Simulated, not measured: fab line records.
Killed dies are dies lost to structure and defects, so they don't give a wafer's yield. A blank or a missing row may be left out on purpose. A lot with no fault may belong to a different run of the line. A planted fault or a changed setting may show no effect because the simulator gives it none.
Which tool did it? ; flow rit cmos ; Sampling: 16 lots, 48 wafers, 5 of 202 route steps

WHAT THE GAUGES SHOWED, per wafer
RIT_ACTIVE_CD_MEAS_11: target cd 1400 nm.
lot;measured;on;cd nm (nm)
L433;day 1 19:26;cd sem-01;1401.5 1401.2 1402.7
L434;day 2 00:40;cd sem-01;1400.9 1402.1 1402.3
L435;day 2 05:46;cd sem-01;1396.6 1396.1 1397.4
L436;day 2 11:22;cd sem-01;1395.2 1396.0 1393.9
L438;day 2 21:49;cd sem-02;1395.9 1392.9 1397.4
L439;day 3 03:17;cd sem-02;1402.4 1400.5 1401.5
L442;day 3 16:52;cd sem-02;1401.2 1400.2 1401.5
L443;day 4 01:18;cd sem-02;1401.3 1400.3 1401.6
L444;day 4 03:39;cd sem-02;1401.7 1400.2 1399.7
L445;day 4 09:15;cd sem-01;1399.7 1398.1 1399.6
L446;day 4 13:10;cd sem-02;1402.1 1398.2 1398.3
L447;day 4 18:52;cd sem-02;1402.2 1400.6 1397.8
L448;day 4 23:27;cd sem-01;1400.9 1399.6 1402.4
L449;day 5 04:31;cd sem-01;1397.0 1396.9 1396.7
L452;day 5 19:16;cd sem-01;1401.0 1399.9 1400.0
L453;day 5 23:35;cd sem-02;1402.1 1400.5 1401.6

RIT_PWELL_OVL_MEAS_06.
lot;measured;on;PWELL_OVL (nm)
L433;day 2 03:50;overlay-02;-0.1 0.3 0.6
L434;day 2 10:47;overlay-01;0.3 1.9 -0.2
L435;day 2 14:43;overlay-01;-1.8 -3.1 -2.0
L436;day 2 19:20;overlay-01;-1.1 0.0 -0.4
L438;day 3 05:25;overlay-01;-1.7 -1.6 -1.9
L439;day 3 10:47;overlay-01;-2.8 -1.7 -1.4
L442;day 4 06:43;overlay-01;-1.4 -2.3 -2.4
L443;day 4 10:19;overlay-02;-0.7 -0.4 0.4
L444;day 4 11:07;overlay-01;-0.7 1.3 -0.5
L445;day 4 17:21;overlay-02;0.4 0.1 -0.2
L446;day 4 23:37;overlay-01;5.0 4.3 4.6
L447;day 5 02:26;overlay-02;3.7 2.7 2.2
L448;day 5 07:33;overlay-02;-2.5 -0.3 -1.1
L449;day 5 13:45;overlay-02;-2.1 -1.6 -2.0
L452;day 6 02:40;overlay-01;5.9 4.2 4.3
L453;day 6 09:25;overlay-02;4.9 6.4 6.9

RIT_REOX_THK_MEAS_04.
lot;measured;on;REOX_OXIDE_THK (nm)
L433;day 2 21:42;film metro-04;26.1 26.4 26.2
L434;day 3 05:22;film metro-03;26.4 26.5 26.5
L435;day 3 09:13;film metro-04;26.8 26.9 26.6
L436;day 3 14:13;film metro-02;26.0 25.8 25.9
L438;day 4 01:26;film metro-02;26.1 25.9 25.7
L439;day 4 08:52;film metro-04;26.2 26.0 25.9
L442;day 5 02:34;film metro-03;26.0 26.2 26.2
L443;day 5 07:29;film metro-02;27.0 27.2 27.4
L444;day 5 07:30;film metro-03;26.7 26.6 26.9
L445;day 5 14:28;film metro-02;26.6 26.7 27.0
L446;day 5 21:02;film metro-04;25.9 25.3 25.8
L447;day 5 21:02;film metro-03;25.7 25.9 25.2
L448;day 6 02:14;film metro-04;25.6 25.8 26.0
L449;day 6 11:35;film metro-02;25.8 25.7 26.0
L452;day 7 01:47;film metro-04;25.9 26.0 26.2
L453;day 7 06:17;film metro-03;25.6 26.0 25.6

RIT_CONTACT_THK_MEAS_01.
lot;measured;on;CONTACT_TEOS_THK (nm)
L433;day 3 09:59;film metro-03;401 399 394
L434;day 3 15:56;film metro-02;405 398 408
L435;day 3 19:16;film metro-04;397 392 403
L436;day 4 01:08;film metro-03;389 396 395
L438;day 4 11:43;film metro-02;399 401 406
L439;day 4 18:58;film metro-04;390 400 394
L442;day 5 12:34;film metro-04;395 391 401
L443;day 5 17:37;film metro-04;399 403 408
L444;day 5 19:55;film metro-04;395 402 400
L445;day 6 01:17;film metro-04;397 404 399
L446;day 6 08:08;film metro-02;391 399 398
L447;day 6 07:31;film metro-04;399 403 397
L448;day 6 12:25;film metro-04;398 391 399
L449;day 6 21:41;film metro-04;394 404 410
L452;day 7 11:47;film metro-03;400 411 408
L453;day 7 17:38;film metro-03;399 406 404

TOOL THAT RAN EACH LOT (tool first, then ch and the chambers of the sampled wafers, then the start)
lot;RIT_PWELL_EXPOSE_03
L433;iline stepper-01 ch 0, day 2 03:24
L434;iline stepper-02 ch 0, day 2 10:22
L435;iline stepper-02 ch 0, day 2 14:17
L436;iline stepper-02 ch 0, day 2 18:55
L438;iline stepper-02 ch 0, day 3 04:59
L439;iline stepper-01 ch 0, day 3 10:21
L442;iline stepper-02 ch 0, day 4 06:18
L443;iline stepper-02 ch 0, day 4 09:55
L444;iline stepper-01 ch 0, day 4 10:43
L445;iline stepper-01 ch 0, day 4 16:56
L446;iline stepper-02 ch 0, day 4 23:11
L447;iline stepper-02 ch 0, day 5 02:00
L448;iline stepper-01 ch 0, day 5 07:08
L449;iline stepper-01 ch 0, day 5 13:20
L452;iline stepper-02 ch 0, day 6 02:14
L453;iline stepper-02 ch 0, day 6 09:00
- RIT_PWELL_EXPOSE_03: exposes mask M3, target cd 43700 nm.

AS READ BY THE TOOLS THEMSELVES (means over the sampled wafers that have a number; for cases with no such wafer, the mark the record gives instead)
The record holds no such reading with a usual standard deviation.

THE ANSWER, worked out from the rows above alone
Rule: usual is defined by the lots themselves. Put in order of their means at a reading, lots are off if they are a third of the lots or fewer, leave a main group of 4 or more, and stand apart from it by a gap of 3 or more times the standard deviation of the main group's means; of several such gaps the widest counts. The tables above print the reading to a certain number of digits; a main group whose means all agree to those digits is not used. A lot without any number at a reading at which 4 lots or more have one is off too. Where the step has rows for the other lots, those lots are counted as sound. The gauges are gone through in route order, then the tools' own readings, and for those a lot's mean is taken as printed above. The first step at which some lot is off is used, and at that step the reading that is off furthest; a lot without a number counts as furthest.
None of the lots is off at any reading shown; this tells nothing.

WHAT THE SIMULATOR PUT IN
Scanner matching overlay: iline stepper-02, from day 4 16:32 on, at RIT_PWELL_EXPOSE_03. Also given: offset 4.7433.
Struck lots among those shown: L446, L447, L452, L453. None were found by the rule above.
